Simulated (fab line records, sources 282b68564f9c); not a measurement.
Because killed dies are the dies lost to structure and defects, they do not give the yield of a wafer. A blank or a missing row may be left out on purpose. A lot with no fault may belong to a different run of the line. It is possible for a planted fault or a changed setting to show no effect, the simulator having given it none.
One fault through the eyes of 2 desks | flow ritCmos | numbers are kept per desk, each desk with only its own; the story behind them comes last

METROLOGY DESK
Means of the sampled wafers that have a number, per lot and without regard to the tool the lot ran on: this is what the gauges read. Any lot whose mean is over 4 standard deviations away from the usual mean is out of limits and marked OUT; that distance is given in the brackets.
Columns: A = SPACER_NITRIDE_THK at RIT_SPACER_THK_MEAS_04, usual 250.3 nm; B = M1_BOW at RIT_M1_BOW_MEAS_16, usual 16 um
lot  | first seen here | A               | B
L450 | day 3 12:06     | 249.2           | 20
L451 | day 3 14:28     | 255.6           | 13
L452 | day 3 18:28     | 251.9           | 19
L453 | day 3 23:40     | 248.1           | 16
L455 | day 4 14:02     | 246.9           | 8
L456 | day 4 15:58     | 250.2           | 19
L457 | day 4 19:17     | 253.4           | 19
L458 | day 5 00:32     | 249.4           | 14
L460 | day 5 13:53     | 253.5           | 20
L461 | day 5 20:43     | 252.7           | 19
L463 | day 6 03:11     | 104.6 (-61) OUT | -4
L465 | day 6 15:10     | 99.9 (-63) OUT  | -4
L470 | day 7 12:48     | 248.8           | 15
L471 | day 7 18:47     | 246.7           | 16
This desk's finding: out of limits on L463, L465; first on L463, day 6 03:11 (SPACER_NITRIDE_THK at RIT_SPACER_THK_MEAS_04). Within limits: L450, L451, L452, L453, L455, L456, L457, L458, L460, L461, L470, L471.

FOR THE TOOL OWNER'S DESK: lpcvd-01
The tool's own readings at RIT_SPACER_CVD_03 (deposits Si3N4 from SiH2Cl2/NH3, target thk 250 nm, time 3300 s): means of the sampled wafers that have a number, for each lot that ran on this tool. Any lot whose mean is over 4 standard deviations away from the usual mean is out of limits and marked OUT; that distance is given in the brackets.
Columns: A = pressureMtorr at RIT_SPACER_CVD_03, usual 300.1 mTorr; B = spikeTcLoadC at RIT_SPACER_CVD_03, usual 834.7 C; C = spikeTcSourceC at RIT_SPACER_CVD_03, usual 833 C; D = susceptorTempC at RIT_SPACER_CVD_03, usual 810.0 C
lot  | first seen here | A     | B     | C   | D
L450 | day 3 10:11     | 300.4 | 832.6 | 834 | 810.5
L451 | day 3 12:34     | 300.0 | 837.8 | 832 | 809.8
L452 | day 3 16:32     | 299.5 | 837.3 | 832 | 810.3
L455 | day 4 12:07     | 300.3 | 836.8 | 832 | 810.2
L456 | day 4 14:02     | 300.4 | 836.9 | 831 | 809.6
L457 | day 4 17:22     | 300.4 | 832.1 | 834 | 809.9
L461 | day 5 17:50     | 300.3 | 832.4 | 835 | 810.0
L463 | day 6 01:16     | 299.4 | 831.8 | 835 | 810.1
L465 | day 6 13:15     | 300.2 | 837.3 | 831 | 809.7
Finding of this desk: none of the 9 lots has anything out of limits.

PUT TOGETHER
L463, L465 would have let the metrology desk raise an alarm at day 6 03:11.
The tool owner's desk saw nothing out of limits.
On record at the tool owner's desk: L463, L465, within its limits.
RIT_SPACER_CVD_03 was run on lpcvd-01 by each of the lots named.

WHAT THE SIMULATOR PUT IN
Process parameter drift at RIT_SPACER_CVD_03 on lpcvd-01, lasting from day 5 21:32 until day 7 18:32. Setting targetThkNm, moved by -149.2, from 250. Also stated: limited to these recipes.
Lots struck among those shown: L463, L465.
Delay in hours, fault start to first out-of-limits reading, per desk: metrology desk 6.
